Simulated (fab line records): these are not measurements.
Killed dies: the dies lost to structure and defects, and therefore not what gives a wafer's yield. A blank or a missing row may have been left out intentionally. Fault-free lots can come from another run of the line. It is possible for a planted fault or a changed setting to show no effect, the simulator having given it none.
fab line records :: flow berkeleyCmos170
record:
  lots: 15
  wafers: 45
  lastDay: 12
route steps=331 shown M2@273 V2@301
lots that met no fault: taken from a fault-free run of the same line
startH: the number of hours between the record's first day and the start of the first shown wafer of the lot :: waitH: hours from the lot's prior step to this one :: " repeats the value in the row above :: L1.1+2: several wafers, shown together as one row :: - no value, or no start given :: * or withheld: withheld :: < > ~ a bound
route shown NAME@n: NAME is a module with steps in the file, n the number in the route of the first one :: usual: mean/standard deviation taken from wafers without a fault :: same: alike in all rows :: chamber/n: place in a boat :: sites: per-site readings :: _std_site: how widely they spread, as a standard deviation :: _edge_site: mean of outer sites minus mean of inner sites :: radiusMm: for every site, how far away it sits from the centre of the wafer :: mask NAME#n: copy n :: behind: the last tool/chamber to shape the wafer :: hold: the reason the lot was held/the length of the hold in hours/how it ended :: device: the n, p or np transistor that did not switch :: end of line: tests run on the same wafers once the route is complete :: a step without rows: its recipe alone :: killed: not the wafer's yield, but the dies lost to structure and defects at the first sort :: map: the dies of a wafer, with x for killed, . for not killed, _ for no die there
set.NAME: setting as actually run; set.NAME@STEP: the setting as run at that earlier step :: model.NAME: the simulator's own value behind a step, which no gauge read
the route's steps for a sample of lots (tables are steps, rows are wafers)
services: from which hour (startH, from the record's first day; less than 0 if before it) a tool's chamber was out of use, for how many hours, and why
== steps ==
step: UCB170_M2_RS_MEAS_02
recipe:
  thkMeasGauge: four-point-probe
  reads: Al_of_M2_SPUTTER_01
usual:
  M2_AL_RS: 0.03221/0.00027
lot.wafer: L179.1
tool: filmMetro-02
chamber: -
startH: 162.30
waitH: 0.0
M2_AL_RS[ohm/sq]: 0.03228

lot.wafer: L179.3
tool: filmMetro-02
chamber: -
startH: 162.30
waitH: 0.0
M2_AL_RS[ohm/sq]: 0.03242

lot.wafer: L179.6
tool: filmMetro-02
chamber: -
startH: 162.30
waitH: 0.0
M2_AL_RS[ohm/sq]: 0.0323

lot.wafer: L180.4
tool: filmMetro-03
chamber: -
startH: 162.48
waitH: 0.1
M2_AL_RS[ohm/sq]: 0.03221

lot.wafer: L180.5
tool: filmMetro-03
chamber: -
startH: 162.48
waitH: 0.1
M2_AL_RS[ohm/sq]: 0.03248

lot.wafer: L180.6
tool: filmMetro-03
chamber: -
startH: 162.48
waitH: 0.1
M2_AL_RS[ohm/sq]: 0.03235

lot.wafer: L184.2
tool: filmMetro-04
chamber: -
startH: 171.28
waitH: 0.1
M2_AL_RS[ohm/sq]: 0.03182

lot.wafer: L184.3
tool: filmMetro-04
chamber: -
startH: 171.28
waitH: 0.1
M2_AL_RS[ohm/sq]: 0.03227

lot.wafer: L184.5
tool: filmMetro-04
chamber: -
startH: 171.28
waitH: 0.1
M2_AL_RS[ohm/sq]: 0.03217

lot.wafer: L183.2
tool: filmMetro-02
chamber: -
startH: 172.17
waitH: 0.1
M2_AL_RS[ohm/sq]: 0.03223

lot.wafer: L183.5
tool: filmMetro-02
chamber: -
startH: 172.17
waitH: 0.1
M2_AL_RS[ohm/sq]: 0.03265

lot.wafer: L183.6
tool: filmMetro-02
chamber: -
startH: 172.17
waitH: 0.1
M2_AL_RS[ohm/sq]: 0.03211

lot.wafer: L181.1
tool: filmMetro-02
chamber: -
startH: 172.42
waitH: 0.0
M2_AL_RS[ohm/sq]: 0.03231

lot.wafer: L181.4
tool: filmMetro-02
chamber: -
startH: 172.42
waitH: 0.0
M2_AL_RS[ohm/sq]: 0.03207

lot.wafer: L181.6
tool: filmMetro-02
chamber: -
startH: 172.42
waitH: 0.0
M2_AL_RS[ohm/sq]: 0.03249

lot.wafer: L187.2
tool: filmMetro-03
chamber: -
startH: 197.43
waitH: 0.1
M2_AL_RS[ohm/sq]: 0.03185

lot.wafer: L187.5
tool: filmMetro-03
chamber: -
startH: 197.43
waitH: 0.1
M2_AL_RS[ohm/sq]: 0.03197

lot.wafer: L187.6
tool: filmMetro-03
chamber: -
startH: 197.43
waitH: 0.1
M2_AL_RS[ohm/sq]: 0.0319

lot.wafer: L186.2
tool: filmMetro-04
chamber: -
startH: 197.55
waitH: 0.1
M2_AL_RS[ohm/sq]: 0.03244

lot.wafer: L186.3
tool: filmMetro-04
chamber: -
startH: 197.55
waitH: 0.1
M2_AL_RS[ohm/sq]: 0.03271

lot.wafer: L186.4
tool: filmMetro-04
chamber: -
startH: 197.55
waitH: 0.1
M2_AL_RS[ohm/sq]: 0.03236

lot.wafer: L188.2
tool: filmMetro-03
chamber: -
startH: 205.28
waitH: 0.1
M2_AL_RS[ohm/sq]: 0.03168

lot.wafer: L188.3
tool: filmMetro-03
chamber: -
startH: 205.28
waitH: 0.1
M2_AL_RS[ohm/sq]: 0.03226

lot.wafer: L188.4
tool: filmMetro-03
chamber: -
startH: 205.28
waitH: 0.1
M2_AL_RS[ohm/sq]: 0.03196

lot.wafer: L189.2
tool: filmMetro-02
chamber: -
startH: 209.27
waitH: 0.1
M2_AL_RS[ohm/sq]: 0.03245

lot.wafer: L189.4
tool: filmMetro-02
chamber: -
startH: 209.27
waitH: 0.1
M2_AL_RS[ohm/sq]: 0.03239

lot.wafer: L189.6
tool: filmMetro-02
chamber: -
startH: 209.27
waitH: 0.1
M2_AL_RS[ohm/sq]: 0.03233

lot.wafer: L191.4
tool: filmMetro-03
chamber: -
startH: 223.01
waitH: 0.1
M2_AL_RS[ohm/sq]: 0.03185

lot.wafer: L191.5
tool: filmMetro-03
chamber: -
startH: 223.01
waitH: 0.1
M2_AL_RS[ohm/sq]: 0.03219

lot.wafer: L191.6
tool: filmMetro-03
chamber: -
startH: 223.01
waitH: 0.1
M2_AL_RS[ohm/sq]: 0.0319

lot.wafer: L192.1
tool: filmMetro-02
chamber: -
startH: 228.84
waitH: 0.0
M2_AL_RS[ohm/sq]: 0.03224

lot.wafer: L192.4
tool: filmMetro-02
chamber: -
startH: 228.84
waitH: 0.0
M2_AL_RS[ohm/sq]: 0.03208

lot.wafer: L192.5
tool: filmMetro-02
chamber: -
startH: 228.84
waitH: 0.0
M2_AL_RS[ohm/sq]: 0.03201

lot.wafer: L193.3
tool: filmMetro-04
chamber: -
startH: 229.26
waitH: 0.1
M2_AL_RS[ohm/sq]: 0.03261

lot.wafer: L193.4
tool: filmMetro-04
chamber: -
startH: 229.26
waitH: 0.1
M2_AL_RS[ohm/sq]: 0.03249

lot.wafer: L193.6
tool: filmMetro-04
chamber: -
startH: 229.26
waitH: 0.1
M2_AL_RS[ohm/sq]: 0.03251

lot.wafer: L201.1
tool: filmMetro-03
chamber: -
startH: 267.98
waitH: 0.0
M2_AL_RS[ohm/sq]: 0.0318

lot.wafer: L201.4
tool: filmMetro-03
chamber: -
startH: 267.98
waitH: 0.0
M2_AL_RS[ohm/sq]: 0.03193

lot.wafer: L201.5
tool: filmMetro-03
chamber: -
startH: 267.98
waitH: 0.0
M2_AL_RS[ohm/sq]: 0.03212

lot.wafer: L202.2
tool: filmMetro-02
chamber: -
startH: 268.25
waitH: 0.1
M2_AL_RS[ohm/sq]: 0.03227

lot.wafer: L202.3
tool: filmMetro-02
chamber: -
startH: 268.25
waitH: 0.1
M2_AL_RS[ohm/sq]: 0.03227

lot.wafer: L202.4
tool: filmMetro-02
chamber: -
startH: 268.25
waitH: 0.1
M2_AL_RS[ohm/sq]: 0.03215

lot.wafer: L200.3
tool: filmMetro-02
chamber: -
startH: 268.57
waitH: 0.1
M2_AL_RS[ohm/sq]: 0.03259

lot.wafer: L200.5
tool: filmMetro-02
chamber: -
startH: 268.57
waitH: 0.1
M2_AL_RS[ohm/sq]: 0.03246

lot.wafer: L200.6
tool: filmMetro-02
chamber: -
startH: 268.57
waitH: 0.1
M2_AL_RS[ohm/sq]: 0.03213
step: UCB170_M2_THK_MEAS_03
recipe:
  thkMeasGauge: xrf
  reads: Al_of_M2_SPUTTER_01
usual:
  M2_AL_THK: 908/8.5
lot.wafer: L179.1
tool: filmMetro-02
chamber: -
startH: 162.42
waitH: 0.1
M2_AL_THK[nm]: 909

lot.wafer: L179.3
tool: filmMetro-02
chamber: -
startH: 162.42
waitH: 0.1
M2_AL_THK[nm]: 907

lot.wafer: L179.6
tool: filmMetro-02
chamber: -
startH: 162.42
waitH: 0.1
M2_AL_THK[nm]: 911

lot.wafer: L180.4
tool: filmMetro-03
chamber: -
startH: 162.57
waitH: 0.1
M2_AL_THK[nm]: 899

lot.wafer: L180.5
tool: filmMetro-03
chamber: -
startH: 162.57
waitH: 0.1
M2_AL_THK[nm]: 896

lot.wafer: L180.6
tool: filmMetro-03
chamber: -
startH: 162.57
waitH: 0.1
M2_AL_THK[nm]: 901

lot.wafer: L184.2
tool: filmMetro-04
chamber: -
startH: 171.39
waitH: 0.1
M2_AL_THK[nm]: 915

lot.wafer: L184.3
tool: filmMetro-04
chamber: -
startH: 171.39
waitH: 0.1
M2_AL_THK[nm]: 917

lot.wafer: L184.5
tool: filmMetro-04
chamber: -
startH: 171.39
waitH: 0.1
M2_AL_THK[nm]: 910

lot.wafer: L183.2
tool: filmMetro-02
chamber: -
startH: 172.28
waitH: 0.1
M2_AL_THK[nm]: 908

lot.wafer: L183.5
tool: filmMetro-02
chamber: -
startH: 172.28
waitH: 0.1
M2_AL_THK[nm]: 901

lot.wafer: L183.6
tool: filmMetro-02
chamber: -
startH: 172.28
waitH: 0.1
M2_AL_THK[nm]: 917

lot.wafer: L181.1
tool: filmMetro-02
chamber: -
startH: 172.54
waitH: 0.1
M2_AL_THK[nm]: 914

lot.wafer: L181.4
tool: filmMetro-02
chamber: -
startH: 172.54
waitH: 0.1
M2_AL_THK[nm]: 918

lot.wafer: L181.6
tool: filmMetro-02
chamber: -
startH: 172.54
waitH: 0.1
M2_AL_THK[nm]: 906

lot.wafer: L187.2
tool: filmMetro-03
chamber: -
startH: 197.54
waitH: 0.1
M2_AL_THK[nm]: 908

lot.wafer: L187.5
tool: filmMetro-03
chamber: -
startH: 197.54
waitH: 0.1
M2_AL_THK[nm]: 899

lot.wafer: L187.6
tool: filmMetro-03
chamber: -
startH: 197.54
waitH: 0.1
M2_AL_THK[nm]: 906

lot.wafer: L186.2
tool: filmMetro-04
chamber: -
startH: 197.66
waitH: 0.1
M2_AL_THK[nm]: 911

lot.wafer: L186.3
tool: filmMetro-04
chamber: -
startH: 197.66
waitH: 0.1
M2_AL_THK[nm]: 899

lot.wafer: L186.4
tool: filmMetro-04
chamber: -
startH: 197.66
waitH: 0.1
M2_AL_THK[nm]: 909

lot.wafer: L188.2
tool: filmMetro-03
chamber: -
startH: 205.39
waitH: 0.1
M2_AL_THK[nm]: 910

lot.wafer: L188.3
tool: filmMetro-03
chamber: -
startH: 205.39
waitH: 0.1
M2_AL_THK[nm]: 897

lot.wafer: L188.4
tool: filmMetro-03
chamber: -
startH: 205.39
waitH: 0.1
M2_AL_THK[nm]: 898

lot.wafer: L189.2
tool: filmMetro-02
chamber: -
startH: 209.38
waitH: 0.1
M2_AL_THK[nm]: 908

lot.wafer: L189.4
tool: filmMetro-02
chamber: -
startH: 209.38
waitH: 0.1
M2_AL_THK[nm]: 909

lot.wafer: L189.6
tool: filmMetro-02
chamber: -
startH: 209.38
waitH: 0.1
M2_AL_THK[nm]: 916

lot.wafer: L191.4
tool: filmMetro-03
chamber: -
startH: 223.10
waitH: 0.1
M2_AL_THK[nm]: 912

lot.wafer: L191.5
tool: filmMetro-03
chamber: -
startH: 223.10
waitH: 0.1
M2_AL_THK[nm]: 906

lot.wafer: L191.6
tool: filmMetro-03
chamber: -
startH: 223.10
waitH: 0.1
M2_AL_THK[nm]: 912

lot.wafer: L192.1
tool: filmMetro-02
chamber: -
startH: 228.96
waitH: 0.1
M2_AL_THK[nm]: 910

lot.wafer: L192.4
tool: filmMetro-02
chamber: -
startH: 228.96
waitH: 0.1
M2_AL_THK[nm]: 918

lot.wafer: L192.5
tool: filmMetro-02
chamber: -
startH: 228.96
waitH: 0.1
M2_AL_THK[nm]: 917

lot.wafer: L193.3
tool: filmMetro-04
chamber: -
startH: 229.36
waitH: 0.1
M2_AL_THK[nm]: 904

lot.wafer: L193.4
tool: filmMetro-04
chamber: -
startH: 229.36
waitH: 0.1
M2_AL_THK[nm]: 902

lot.wafer: L193.6
tool: filmMetro-04
chamber: -
startH: 229.36
waitH: 0.1
M2_AL_THK[nm]: 897

lot.wafer: L201.1
tool: filmMetro-03
chamber: -
startH: 268.10
waitH: 0.1
M2_AL_THK[nm]: 909

lot.wafer: L201.4
tool: filmMetro-03
chamber: -
startH: 268.10
waitH: 0.1
M2_AL_THK[nm]: 907

lot.wafer: L201.5
tool: filmMetro-03
chamber: -
startH: 268.10
waitH: 0.1
M2_AL_THK[nm]: 904

lot.wafer: L202.2
tool: filmMetro-02
chamber: -
startH: 268.36
waitH: 0.1
M2_AL_THK[nm]: 913

lot.wafer: L202.3
tool: filmMetro-02
chamber: -
startH: 268.36
waitH: 0.1
M2_AL_THK[nm]: 909

lot.wafer: L202.4
tool: filmMetro-02
chamber: -
startH: 268.36
waitH: 0.1
M2_AL_THK[nm]: 912

lot.wafer: L200.3
tool: filmMetro-02
chamber: -
startH: 268.67
waitH: 0.1
M2_AL_THK[nm]: 905

lot.wafer: L200.5
tool: filmMetro-02
chamber: -
startH: 268.67
waitH: 0.1
M2_AL_THK[nm]: 909

lot.wafer: L200.6
tool: filmMetro-02
chamber: -
startH: 268.67
waitH: 0.1
M2_AL_THK[nm]: 917
step: UCB170_V2_EXPOSE_09
recipe:
  maskId: VIA2
  targetCdNm: 700
  na: 0.5
  sigmaOuter: 0.6
  sourceShape: conventional
  doseMj: 37
usual:
  exposureDoseMJCm2: 36.98/0.033
  focusOffsetNm: 0.0/0.52
lot.wafer: L180.4
tool: krfScanner-02
chamber: 0
startH: 166.88
waitH: 0.2
mask: VIA2#0
exposureDoseMJCm2: 36.98
focusOffsetNm: 1.1

lot.wafer: L180.5
tool: krfScanner-02
chamber: 0
startH: 166.88
waitH: 0.2
mask: VIA2#0
exposureDoseMJCm2: 37.00
focusOffsetNm: 0.3

lot.wafer: L180.6
tool: krfScanner-02
chamber: 0
startH: 166.88
waitH: 0.2
mask: VIA2#0
exposureDoseMJCm2: 37.00
focusOffsetNm: -0.2

lot.wafer: L179.1
tool: krfScanner-01
chamber: 0
startH: 167.06
waitH: 0.5
mask: VIA2#0
exposureDoseMJCm2: 36.95
focusOffsetNm: -0.1

lot.wafer: L179.3
tool: krfScanner-01
chamber: 0
startH: 167.06
waitH: 0.5
mask: VIA2#0
exposureDoseMJCm2: 36.97
focusOffsetNm: -0.1

lot.wafer: L179.6
tool: krfScanner-01
chamber: 0
startH: 167.06
waitH: 0.5
mask: VIA2#0
exposureDoseMJCm2: 36.95
focusOffsetNm: 0.8

lot.wafer: L184.2
tool: krfScanner-01
chamber: 0
startH: 175.07
waitH: 0.1
mask: VIA2#0
exposureDoseMJCm2: 36.99
focusOffsetNm: -0.3

lot.wafer: L184.3
tool: krfScanner-01
chamber: 0
startH: 175.07
waitH: 0.1
mask: VIA2#0
exposureDoseMJCm2: 36.96
focusOffsetNm: -0.5

lot.wafer: L184.5
tool: krfScanner-01
chamber: 0
startH: 175.07
waitH: 0.1
mask: VIA2#0
exposureDoseMJCm2: 37.00
focusOffsetNm: 0.5

lot.wafer: L183.2
tool: krfScanner-01
chamber: 0
startH: 176.51
waitH: 0.1
mask: VIA2#0
exposureDoseMJCm2: 36.99
focusOffsetNm: 0.2

lot.wafer: L183.5
tool: krfScanner-01
chamber: 0
startH: 176.51
waitH: 0.1
mask: VIA2#0
exposureDoseMJCm2: 37.04
focusOffsetNm: 0.1

lot.wafer: L183.6
tool: krfScanner-01
chamber: 0
startH: 176.51
waitH: 0.1
mask: VIA2#0
exposureDoseMJCm2: 37.01
focusOffsetNm: 0.2

lot.wafer: L181.1
tool: krfScanner-01
chamber: 0
startH: 176.98
waitH: 0.5
mask: VIA2#0
exposureDoseMJCm2: 36.92
focusOffsetNm: -0.2

lot.wafer: L181.4
tool: krfScanner-01
chamber: 0
startH: 176.98
waitH: 0.5
mask: VIA2#0
exposureDoseMJCm2: 37.02
focusOffsetNm: -0.5

lot.wafer: L181.6
tool: krfScanner-01
chamber: 0
startH: 176.98
waitH: 0.5
mask: VIA2#0
exposureDoseMJCm2: 37.01
focusOffsetNm: -0.7

lot.wafer: L187.2
tool: krfScanner-02
chamber: 0
startH: 202.54
waitH: 0.1
mask: VIA2#0
exposureDoseMJCm2: 37.00
focusOffsetNm: -0.3

lot.wafer: L187.5
tool: krfScanner-02
chamber: 0
startH: 202.54
waitH: 0.1
mask: VIA2#0
exposureDoseMJCm2: 36.97
focusOffsetNm: -0.2

lot.wafer: L187.6
tool: krfScanner-02
chamber: 0
startH: 202.54
waitH: 0.1
mask: VIA2#0
exposureDoseMJCm2: 36.93
focusOffsetNm: 0.0

lot.wafer: L186.2
tool: krfScanner-01
chamber: 0
startH: 203.00
waitH: 0.2
mask: VIA2#0
exposureDoseMJCm2: 37.01
focusOffsetNm: 0.5

lot.wafer: L186.3
tool: krfScanner-01
chamber: 0
startH: 203.00
waitH: 0.2
mask: VIA2#0
exposureDoseMJCm2: 36.96
focusOffsetNm: -0.6

lot.wafer: L186.4
tool: krfScanner-01
chamber: 0
startH: 203.00
waitH: 0.2
mask: VIA2#0
exposureDoseMJCm2: 37.00
focusOffsetNm: 0.1

lot.wafer: L188.2
tool: krfScanner-01
chamber: 0
startH: 209.77
waitH: 0.1
mask: VIA2#0
exposureDoseMJCm2: 36.96
focusOffsetNm: 0.7

lot.wafer: L188.3
tool: krfScanner-01
chamber: 0
startH: 209.77
waitH: 0.1
mask: VIA2#0
exposureDoseMJCm2: 36.96
focusOffsetNm: -0.5

lot.wafer: L188.4
tool: krfScanner-01
chamber: 0
startH: 209.77
waitH: 0.1
mask: VIA2#0
exposureDoseMJCm2: 37.00
focusOffsetNm: 0.4

lot.wafer: L189.2
tool: krfScanner-02
chamber: 0
startH: 213.55
waitH: 0.1
mask: VIA2#0
exposureDoseMJCm2: 37.02
focusOffsetNm: -0.1

lot.wafer: L189.4
tool: krfScanner-02
chamber: 0
startH: 213.55
waitH: 0.1
mask: VIA2#0
exposureDoseMJCm2: 36.94
focusOffsetNm: 0.7

lot.wafer: L189.6
tool: krfScanner-02
chamber: 0
startH: 213.55
waitH: 0.1
mask: VIA2#0
exposureDoseMJCm2: 36.96
focusOffsetNm: -0.1

lot.wafer: L191.4
tool: krfScanner-02
chamber: -
startH: 227.40
waitH: 0.1
mask: VIA2#0
exposureDoseMJCm2: -
focusOffsetNm: -

lot.wafer: L191.5
tool: krfScanner-02
chamber: -
startH: 227.40
waitH: 0.1
mask: VIA2#0
exposureDoseMJCm2: -
focusOffsetNm: -

lot.wafer: L191.6
tool: krfScanner-02
chamber: -
startH: 227.40
waitH: 0.1
mask: VIA2#0
exposureDoseMJCm2: -
focusOffsetNm: -

lot.wafer: L192.1
tool: krfScanner-01
chamber: -
startH: 232.92
waitH: 0.2
mask: VIA2#0
exposureDoseMJCm2: -
focusOffsetNm: -

lot.wafer: L192.4
tool: krfScanner-01
chamber: -
startH: 232.92
waitH: 0.2
mask: VIA2#0
exposureDoseMJCm2: -
focusOffsetNm: -

lot.wafer: L192.5
tool: krfScanner-01
chamber: -
startH: 232.92
waitH: 0.2
mask: VIA2#0
exposureDoseMJCm2: -
focusOffsetNm: -

lot.wafer: L193.3
tool: krfScanner-02
chamber: -
startH: 233.29
waitH: 0.2
mask: VIA2#0
exposureDoseMJCm2: -
focusOffsetNm: -

lot.wafer: L193.4
tool: krfScanner-02
chamber: -
startH: 233.29
waitH: 0.2
mask: VIA2#0
exposureDoseMJCm2: -
focusOffsetNm: -

lot.wafer: L193.6
tool: krfScanner-02
chamber: -
startH: 233.29
waitH: 0.2
mask: VIA2#0
exposureDoseMJCm2: -
focusOffsetNm: -

lot.wafer: L201.1
tool: krfScanner-01
chamber: 0
startH: 272.25
waitH: 0.2
mask: VIA2#0
exposureDoseMJCm2: 36.99
focusOffsetNm: -0.6

lot.wafer: L201.4
tool: krfScanner-01
chamber: 0
startH: 272.25
waitH: 0.2
mask: VIA2#0
exposureDoseMJCm2: 36.99
focusOffsetNm: -0.3

lot.wafer: L201.5
tool: krfScanner-01
chamber: 0
startH: 272.25
waitH: 0.2
mask: VIA2#0
exposureDoseMJCm2: 36.97
focusOffsetNm: -0.7

lot.wafer: L202.2
tool: krfScanner-02
chamber: 0
startH: 272.99
waitH: 0.2
mask: VIA2#0
exposureDoseMJCm2: 37.01
focusOffsetNm: -0.8

lot.wafer: L202.3
tool: krfScanner-02
chamber: 0
startH: 272.99
waitH: 0.2
mask: VIA2#0
exposureDoseMJCm2: 37.04
focusOffsetNm: 0.2

lot.wafer: L202.4
tool: krfScanner-02
chamber: 0
startH: 272.99
waitH: 0.2
mask: VIA2#0
exposureDoseMJCm2: 36.95
focusOffsetNm: 0.0

lot.wafer: L200.3
tool: krfScanner-01
chamber: 0
startH: 273.25
waitH: 0.3
mask: VIA2#0
exposureDoseMJCm2: 36.96
focusOffsetNm: -0.7

lot.wafer: L200.5
tool: krfScanner-01
chamber: 0
startH: 273.25
waitH: 0.3
mask: VIA2#0
exposureDoseMJCm2: 36.99
focusOffsetNm: -0.3

lot.wafer: L200.6
tool: krfScanner-01
chamber: 0
startH: 273.25
waitH: 0.3
mask: VIA2#0
exposureDoseMJCm2: 37.01
focusOffsetNm: -1.1
step: UCB170_V2_CD_MEAS_90
recipe:
  targetCdNm: 700
usual:
  cdNm: 700.3/1.9
lot.wafer: L180.4
tool: cdSem-01
chamber: -
startH: 167.70
waitH: 0.1
cdNm: 701.7

lot.wafer: L180.5
tool: cdSem-01
chamber: -
startH: 167.70
waitH: 0.1
cdNm: 702.2

lot.wafer: L180.6
tool: cdSem-01
chamber: -
startH: 167.70
waitH: 0.1
cdNm: 700.5

lot.wafer: L179.1
tool: cdSem-02
chamber: -
startH: 167.89
waitH: 0.1
cdNm: 699.3

lot.wafer: L179.3
tool: cdSem-02
chamber: -
startH: 167.89
waitH: 0.1
cdNm: 699.5

lot.wafer: L179.6
tool: cdSem-02
chamber: -
startH: 167.89
waitH: 0.1
cdNm: 698.9

lot.wafer: L184.2
tool: cdSem-01
chamber: -
startH: 175.90
waitH: 0.1
cdNm: 701.9

lot.wafer: L184.3
tool: cdSem-01
chamber: -
startH: 175.90
waitH: 0.1
cdNm: 702.5

lot.wafer: L184.5
tool: cdSem-01
chamber: -
startH: 175.90
waitH: 0.1
cdNm: 702.5

lot.wafer: L183.2
tool: cdSem-02
chamber: -
startH: 177.63
waitH: 0.2
cdNm: 699.3

lot.wafer: L183.5
tool: cdSem-02
chamber: -
startH: 177.63
waitH: 0.2
cdNm: 699.2

lot.wafer: L183.6
tool: cdSem-02
chamber: -
startH: 177.63
waitH: 0.2
cdNm: 697.6

lot.wafer: L181.1
tool: cdSem-02
chamber: -
startH: 177.85
waitH: 0.1
cdNm: 700.0

lot.wafer: L181.4
tool: cdSem-02
chamber: -
startH: 177.85
waitH: 0.1
cdNm: 699.4

lot.wafer: L181.6
tool: cdSem-02
chamber: -
startH: 177.85
waitH: 0.1
cdNm: 700.2

lot.wafer: L187.2
tool: cdSem-01
chamber: -
startH: 203.37
waitH: 0.1
cdNm: 699.3

lot.wafer: L187.5
tool: cdSem-01
chamber: -
startH: 203.37
waitH: 0.1
cdNm: 701.1

lot.wafer: L187.6
tool: cdSem-01
chamber: -
startH: 203.37
waitH: 0.1
cdNm: 698.7

lot.wafer: L186.2
tool: cdSem-01
chamber: -
startH: 203.83
waitH: 0.1
cdNm: 701.4

lot.wafer: L186.3
tool: cdSem-01
chamber: -
startH: 203.83
waitH: 0.1
cdNm: 699.4

lot.wafer: L186.4
tool: cdSem-01
chamber: -
startH: 203.83
waitH: 0.1
cdNm: 701.8

lot.wafer: L188.2
tool: cdSem-01
chamber: -
startH: 210.83
waitH: 0.1
cdNm: 701.3

lot.wafer: L188.3
tool: cdSem-01
chamber: -
startH: 210.83
waitH: 0.1
cdNm: 701.3

lot.wafer: L188.4
tool: cdSem-01
chamber: -
startH: 210.83
waitH: 0.1
cdNm: 700.0

lot.wafer: L189.2
tool: cdSem-01
chamber: -
startH: 214.57
waitH: 0.1
cdNm: 702.4

lot.wafer: L189.4
tool: cdSem-01
chamber: -
startH: 214.57
waitH: 0.1
cdNm: 700.7

lot.wafer: L189.6
tool: cdSem-01
chamber: -
startH: 214.57
waitH: 0.1
cdNm: 699.7

lot.wafer: L191.4
tool: cdSem-01
chamber: -
startH: 228.51
waitH: 0.1
cdNm: -

lot.wafer: L191.5
tool: cdSem-01
chamber: -
startH: 228.51
waitH: 0.1
cdNm: -

lot.wafer: L191.6
tool: cdSem-01
chamber: -
startH: 228.51
waitH: 0.1
cdNm: -

lot.wafer: L192.1
tool: cdSem-01
chamber: -
startH: 233.84
waitH: 0.1
cdNm: -

lot.wafer: L192.4
tool: cdSem-01
chamber: -
startH: 233.84
waitH: 0.1
cdNm: -

lot.wafer: L192.5
tool: cdSem-01
chamber: -
startH: 233.84
waitH: 0.1
cdNm: -

lot.wafer: L193.3
tool: cdSem-01
chamber: -
startH: 234.12
waitH: 0.1
cdNm: -

lot.wafer: L193.4
tool: cdSem-01
chamber: -
startH: 234.12
waitH: 0.1
cdNm: -

lot.wafer: L193.6
tool: cdSem-01
chamber: -
startH: 234.12
waitH: 0.1
cdNm: -

lot.wafer: L201.1
tool: cdSem-02
chamber: -
startH: 273.23
waitH: 0.1
cdNm: 702.4

lot.wafer: L201.4
tool: cdSem-02
chamber: -
startH: 273.23
waitH: 0.1
cdNm: 703.2

lot.wafer: L201.5
tool: cdSem-02
chamber: -
startH: 273.23
waitH: 0.1
cdNm: 703.2

lot.wafer: L202.2
tool: cdSem-01
chamber: -
startH: 273.97
waitH: 0.1
cdNm: 698.8

lot.wafer: L202.3
tool: cdSem-01
chamber: -
startH: 273.97
waitH: 0.1
cdNm: 699.7

lot.wafer: L202.4
tool: cdSem-01
chamber: -
startH: 273.97
waitH: 0.1
cdNm: 697.9

lot.wafer: L200.3
tool: cdSem-01
chamber: -
startH: 274.11
waitH: 0.1
cdNm: 697.6

lot.wafer: L200.5
tool: cdSem-01
chamber: -
startH: 274.11
waitH: 0.1
cdNm: 698.8

lot.wafer: L200.6
tool: cdSem-01
chamber: -
startH: 274.11
waitH: 0.1
cdNm: 698.0
== services ==
tool: krfScanner-01
chamber: -
startH: 146.28
hours: 4.0
kind: pm

tool: krfScanner-01
chamber: -
startH: 158.58
hours: 0.8
kind: pm

tool: krfScanner-01
chamber: -
startH: 159.33
hours: 4.4
kind: pm

tool: krfScanner-01
chamber: -
startH: 208.36
hours: 1.3
kind: pm

tool: krfScanner-01
chamber: 0
startH: 210.28
hours: -
kind: calibration

tool: krfScanner-02
chamber: -
startH: 224.08
hours: 1.3
kind: pm

tool: krfScanner-02
chamber: -
startH: 235.40
hours: 1.3
kind: repair

tool: krfScanner-02
chamber: -
startH: 242.65
hours: 0.8
kind: pm

tool: krfScanner-02
chamber: -
startH: 251.12
hours: 2.2
kind: repair

tool: krfScanner-02
chamber: -
startH: 254.15
hours: 1.0
kind: pm
== key ==
firstSign:
  step: UCB170_V2_EXPOSE_09
  reading: toolRecord
  direction: missing
effect none on later readings
metAt UCB170_V2_EXPOSE_09
struckLots L191,L192,L193
laterRowsLeftOut L191.4,L191.5,L191.6,L192.1,L192.4,L192.5,L193.3,L193.4,L193.6
sortLeftOut L191.4,L191.5,L191.6,L192.1,L192.4,L192.5,L193.3,L193.4,L193.6
notActingAt UCB170_M2_RS_MEAS_02,UCB170_M2_THK_MEAS_03,UCB170_V2_CD_MEAS_90
onsetBetween 213.55 227.40
fault:
  kind: skippedStepWhole
  tool: krfScanner-01,krfScanner-02
  chamber: -
  onsetH: 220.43
  steps: UCB170_V2_EXPOSE_09
  scope: struckLotsOnly
sortLeftOut: the simulated sort isn't trusted on such a fault, so these wafers' sort isn't shown, and their yield isn't known
laterRowsLeftOut: the simulator's readings of these wafers behind a module that went badly wrong aren't trusted and aren't shown, but for the sort
